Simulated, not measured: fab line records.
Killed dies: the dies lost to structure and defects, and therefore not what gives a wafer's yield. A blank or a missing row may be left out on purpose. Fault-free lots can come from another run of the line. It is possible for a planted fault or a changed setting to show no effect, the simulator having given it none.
What tool caused it? | flow berkeleyCmos170 | 12 lots, 36 wafers sampled, at 4 steps of a route of 331

## WHAT THE GAUGES READ, wafer by wafer
UCB170_GATE_THK_MEAS_02.
lot  | measured     | on           | GATE_OXIDE_THK (nm)
L228 | day 6 05:55  | filmMetro-03 | 6.55 6.62 6.77
L229 | day 6 18:10  | filmMetro-04 | 6.63 6.66 6.54
L232 | day 7 22:35  | filmMetro-03 | 6.68 6.68 6.74
L230 | day 7 22:36  | filmMetro-01 | 6.50 6.51 6.59
L231 | day 7 22:40  | filmMetro-01 | 6.59 6.60 6.65
L236 | day 8 23:04  | filmMetro-01 | 6.58 6.57 6.60
L240 | day 9 12:10  | filmMetro-03 | 6.38 6.50 6.46
L239 | day 9 12:14  | filmMetro-04 | 6.39 6.40 6.41
L244 | day 10 10:40 | filmMetro-04 | 6.50 6.53 6.64
L245 | day 10 19:02 | filmMetro-01 | 6.70 6.60 6.60
L247 | day 11 00:33 | filmMetro-01 | 6.68 6.67 6.74
L249 | day 11 14:24 | filmMetro-04 | 6.44 6.39 6.42

UCB170_GATE_OVL_MEAS_13.
lot  | measured     | on         | GATE_OVL (nm)
L228 | day 6 16:11  | overlay-02 | 3 -2 6
L229 | day 7 03:41  | overlay-01 | 7 6 12
L232 | day 8 09:29  | overlay-02 | 8 6 7
L230 | day 8 09:23  | overlay-01 | 13 9 10
L231 | day 8 09:51  | overlay-01 | 0 2 -2
L236 | day 9 08:44  | overlay-01 | 3 3 -3
L240 | day 9 20:30  | overlay-01 | 4 5 -5
L239 | day 9 19:40  | overlay-02 | 9 13 8
L244 | day 10 20:12 | overlay-02 | 1 -5 -4
L245 | day 11 04:16 | overlay-01 | 5 6 5
L247 | day 11 11:37 | overlay-02 | 5 2 6
L249 | day 12 01:32 | overlay-02 | 4 9 7

UCB170_M2_CD_MEAS_15 targets a cd of 700 nm.
lot  | measured     | on       | cdNm (nm)
L228 | day 8 02:35  | cdSem-01 | 698.1 698.4 698.2
L229 | day 8 14:29  | cdSem-01 | 700.0 699.8 702.1
L232 | day 9 17:19  | cdSem-02 | 702.0 701.8 701.6
L230 | day 9 17:39  | cdSem-02 | 701.1 703.2 700.6
L231 | day 9 20:34  | cdSem-02 | 698.5 697.5 698.4
L236 | day 10 15:30 | cdSem-01 | 701.1 699.7 699.0
L240 | day 11 03:32 | cdSem-02 | 698.1 699.7 697.9
L239 | day 11 03:12 | cdSem-01 | 699.9 700.0 701.3
L244 | day 12 04:57 | cdSem-02 | 701.6 699.3 700.7
L245 | day 12 12:17 | cdSem-02 | 701.5 700.1 701.1
L247 | day 13 00:08 | cdSem-02 | 699.1 698.7 700.2
L249 | day 13 14:27 | cdSem-02 | 699.9 700.1 700.0

## TOOL THAT RAN EACH LOT (tool first, then ch and the chambers of the sampled wafers, then the start)
lot  | UCB170_GATE_ETCH_15
L228 | rieSi-02 ch 1,2,3, day 6 16:16
L229 | rieSi-01 ch 0,2,3, day 7 03:46
L232 | rieSi-01 ch 0,1,2, day 8 09:34
L230 | rieSi-02 ch 1,3, day 8 09:27
L231 | rieSi-02 ch 0,1,2, day 8 09:55
L236 | rieSi-01 ch 0,2,3, day 9 08:48
L240 | rieSi-01 ch 0,3, day 9 20:35
L239 | rieSi-01 ch 0,3, day 9 19:44
L244 | rieSi-02 ch 0,1,3, day 10 20:17
L245 | rieSi-02 ch 1,2, day 11 04:21
L247 | rieSi-02 ch 1,2,3, day 11 11:41
L249 | rieSi-02 ch 0,1,2, day 12 01:36
- UCB170_GATE_ETCH_15: etches poly-Si in HBr/Cl2, stops on SiO2, time 56.3 s, target depth 278.2 nm.

## WHAT THE TOOLS THEMSELVES READ (means of the sampled wafers that have a number; where no wafer has one, the mark that the record gives instead)
UCB170_GATE_ETCH_15.
lot  | tool     | HBr_flow_sccm (sccm) | biasW (W) | drypumpMotorCurrentA (A) | oesProductAu (a.u.) | throttleValvePct (%)
L228 | rieSi-02 | 149.6                | 149.6     | 5.7                      | 0.844               | 26.40
L229 | rieSi-01 | 150.0                | 150.0     | 5.6                      | 0.843               | 26.51
L232 | rieSi-01 | 150.0                | 149.8     | 5.6                      | 0.841               | 26.37
L230 | rieSi-02 | 150.0                | 150.1     | 5.7                      | 0.838               | 26.37
L231 | rieSi-02 | 149.9                | 149.7     | 5.7                      | 0.833               | 26.45
L236 | rieSi-01 | 150.1                | 149.9     | 5.5                      | 0.839               | 26.50
L240 | rieSi-01 | 150.2                | 149.8     | 6.0                      | 0.765               | 26.66
L239 | rieSi-01 | 150.3                | 149.8     | 5.9                      | 0.765               | 26.63
L244 | rieSi-02 | 149.7                | 149.8     | 5.7                      | 0.835               | 26.46
L245 | rieSi-02 | 150.3                | 150.1     | 5.8                      | 0.842               | 26.51
L247 | rieSi-02 | 149.8                | 149.7     | 5.8                      | 0.848               | 26.39
L249 | rieSi-02 | 150.1                | 149.9     | 5.8                      | 0.837               | 26.49

## THE ANSWER, worked out from the rows above alone
Rule: usual is defined by the lots themselves. Put in order of their means at a reading, lots are off if they are a third of the lots or fewer, leave a main group of 4 or more, and stand apart from it by a gap of 3 or more times the standard deviation of the main group's means; of several such gaps the widest counts. If all means in a main group match to the digits the tables above print for the reading, that group is not used. Also off: a lot with no number at a reading for which 4 or more lots have one. The other lots that the step has rows for count as sound. After the gauges, taken in route order, come the tools' own readings; for these a lot's mean is taken, as printed above. At the first step where some lot is off, the reading lying furthest off is the one used; lots without a number count as furthest.
Off: L240, L239, at UCB170_GATE_ETCH_15 (oesProductAu). The main group has a mean of 0.840 a.u. with a standard deviation of 0.0043.
A tool fits if, at that step or a process step before it, it ran every lot that is off, and no sound lot after the first of them. One fits: UCB170_GATE_ETCH_15 on rieSi-01. A fault onset in the window from L236 (day 9 08:48, its last sound lot) to L239 (day 9 19:44, its first lot off) fits.
On the lots that are off, the tool's own readings at UCB170_GATE_ETCH_15 differ by more than 5 times the standard deviation of the sound lots' means, which bears it out; oesProductAu reads 0.765 a.u. there versus 0.840 a.u. on the sound lots.

## WHAT THE SIMULATOR HAD INSERTED
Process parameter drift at UCB170_GATE_ETCH_15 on rieSi-01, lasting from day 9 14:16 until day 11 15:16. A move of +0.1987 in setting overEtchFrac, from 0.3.
Shown lots that were struck: L240, L239. The rule above found the same.
